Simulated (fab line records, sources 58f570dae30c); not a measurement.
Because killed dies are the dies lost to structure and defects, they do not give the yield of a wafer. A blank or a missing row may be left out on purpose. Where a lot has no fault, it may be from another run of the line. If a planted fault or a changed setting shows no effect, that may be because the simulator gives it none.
Split-lot trial :: flow berkeley_cmos170 :: route with 331 steps; 5 lots, 23 wafers read

== ABOUT THE SPLIT ==
At UCB170_ACTIVE_OXIDATION_02 (target thk 26.4 nm, ox time 1260 s), the setting ox_time_s was moved away from the recipe's 1260 s on 20 of the 23 wafers read, by -14.8% to -6.3%. This setting was run at the recipe's value on the other wafers.

There is no step in the file separating the split from the reading.

== THE READING ==
At UCB170_ACTIVE_THK_MEAS_03: ACTIVE_OXIDE_THK, given in nm. Typical for fault-free wafers on this fab line: 26.7 nm, with standard deviation 0.58 nm.

wafer: L074.1
tool, chamber at the split: -, -
ox_time_s as run, s: 1161
against the recipe: -7.9%
ACTIVE_OXIDE_THK, nm: 25.7
against lot-mates on the recipe: no lot-mate on the recipe

wafer: L074.2
tool, chamber at the split: -, -
ox_time_s as run, s: 1161
against the recipe: -7.9%
ACTIVE_OXIDE_THK, nm: 26.0
against lot-mates on the recipe: no lot-mate on the recipe

wafer: L074.4
tool, chamber at the split: -, -
ox_time_s as run, s: 1161
against the recipe: -7.9%
ACTIVE_OXIDE_THK, nm: 25.8
against lot-mates on the recipe: no lot-mate on the recipe

wafer: L074.5
tool, chamber at the split: -, -
ox_time_s as run, s: 1161
against the recipe: -7.9%
ACTIVE_OXIDE_THK, nm: 26.0
against lot-mates on the recipe: no lot-mate on the recipe

wafer: L074.6
tool, chamber at the split: -, -
ox_time_s as run, s: 1161
against the recipe: -7.9%
ACTIVE_OXIDE_THK, nm: 25.8
against lot-mates on the recipe: no lot-mate on the recipe

wafer: L076.1
tool, chamber at the split: -, -
ox_time_s as run, s: 1180
against the recipe: -6.3%
ACTIVE_OXIDE_THK, nm: 26.4
against lot-mates on the recipe: no lot-mate on the recipe

wafer: L076.2
tool, chamber at the split: -, -
ox_time_s as run, s: 1180
against the recipe: -6.3%
ACTIVE_OXIDE_THK, nm: 26.4
against lot-mates on the recipe: no lot-mate on the recipe

wafer: L076.3
tool, chamber at the split: -, -
ox_time_s as run, s: 1180
against the recipe: -6.3%
ACTIVE_OXIDE_THK, nm: 26.0
against lot-mates on the recipe: no lot-mate on the recipe

wafer: L076.4
tool, chamber at the split: -, -
ox_time_s as run, s: 1180
against the recipe: -6.3%
ACTIVE_OXIDE_THK, nm: 26.1
against lot-mates on the recipe: no lot-mate on the recipe

wafer: L076.6
tool, chamber at the split: -, -
ox_time_s as run, s: 1180
against the recipe: -6.3%
ACTIVE_OXIDE_THK, nm: 25.9
against lot-mates on the recipe: no lot-mate on the recipe

wafer: L081.1
tool, chamber at the split: -, -
ox_time_s as run, s: 1073
against the recipe: -14.8%
ACTIVE_OXIDE_THK, nm: 24.5
against lot-mates on the recipe: no lot-mate on the recipe

wafer: L081.2
tool, chamber at the split: -, -
ox_time_s as run, s: 1073
against the recipe: -14.8%
ACTIVE_OXIDE_THK, nm: 24.0
against lot-mates on the recipe: no lot-mate on the recipe

wafer: L081.3
tool, chamber at the split: -, -
ox_time_s as run, s: 1073
against the recipe: -14.8%
ACTIVE_OXIDE_THK, nm: 24.0
against lot-mates on the recipe: no lot-mate on the recipe

wafer: L081.5
tool, chamber at the split: -, -
ox_time_s as run, s: 1073
against the recipe: -14.8%
ACTIVE_OXIDE_THK, nm: 23.8
against lot-mates on the recipe: no lot-mate on the recipe

wafer: L081.6
tool, chamber at the split: -, -
ox_time_s as run, s: 1073
against the recipe: -14.8%
ACTIVE_OXIDE_THK, nm: 24.1
against lot-mates on the recipe: no lot-mate on the recipe

wafer: L082.1
tool, chamber at the split: furnace-01, 0
ox_time_s as run, s: 1260
against the recipe: recipe
ACTIVE_OXIDE_THK, nm: 27.5
against lot-mates on the recipe: -

wafer: L082.2
tool, chamber at the split: furnace-01, 0
ox_time_s as run, s: 1260
against the recipe: recipe
ACTIVE_OXIDE_THK, nm: 27.7
against lot-mates on the recipe: -

wafer: L082.4
tool, chamber at the split: furnace-01, 0
ox_time_s as run, s: 1260
against the recipe: recipe
ACTIVE_OXIDE_THK, nm: 27.8
against lot-mates on the recipe: -

wafer: L084.1
tool, chamber at the split: -, -
ox_time_s as run, s: 1123
against the recipe: -10.9%
ACTIVE_OXIDE_THK, nm: 25.3
against lot-mates on the recipe: no lot-mate on the recipe

wafer: L084.3
tool, chamber at the split: -, -
ox_time_s as run, s: 1123
against the recipe: -10.9%
ACTIVE_OXIDE_THK, nm: 25.2
against lot-mates on the recipe: no lot-mate on the recipe

wafer: L084.4
tool, chamber at the split: -, -
ox_time_s as run, s: 1123
against the recipe: -10.9%
ACTIVE_OXIDE_THK, nm: 25.4
against lot-mates on the recipe: no lot-mate on the recipe

wafer: L084.5
tool, chamber at the split: -, -
ox_time_s as run, s: 1123
against the recipe: -10.9%
ACTIVE_OXIDE_THK, nm: 25.5
against lot-mates on the recipe: no lot-mate on the recipe

wafer: L084.6
tool, chamber at the split: -, -
ox_time_s as run, s: 1123
against the recipe: -10.9%
ACTIVE_OXIDE_THK, nm: 25.2
against lot-mates on the recipe: no lot-mate on the recipe

FIT RESULTS
A straight line over all 23 wafers: ACTIVE_OXIDE_THK changes by +0.237 nm for each +1% of ox_time_s; r = +0.98; the points scatter about the line by 0.21 nm.
Too few moved wafers have a lot-mate on the recipe to fit a line with each lot's own level taken away.

== THE WHOLE CHAIN: every reading that the file lists as answering this split, in the file's order ==
step: UCB170_ACTIVE_OXIDATION_02
what it does: target thk 26.4 nm, ox time 1260 s
reading: SiO2_of_ACTIVE_OXIDATION_02.thk_nm (the simulator's own value, which no gauge read)
change (the file's fit): +0.239 nm for each +1% of the setting
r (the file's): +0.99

step: UCB170_ACTIVE_THK_MEAS_03
what it does: 
reading: ACTIVE_OXIDE_THK
change (the file's fit): +0.237 for each +1% of the setting
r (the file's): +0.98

== THE FILE'S OWN FIT ==
ACTIVE_OXIDE_THK changes by +0.237 nm for each +1% of ox_time_s, r = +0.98.
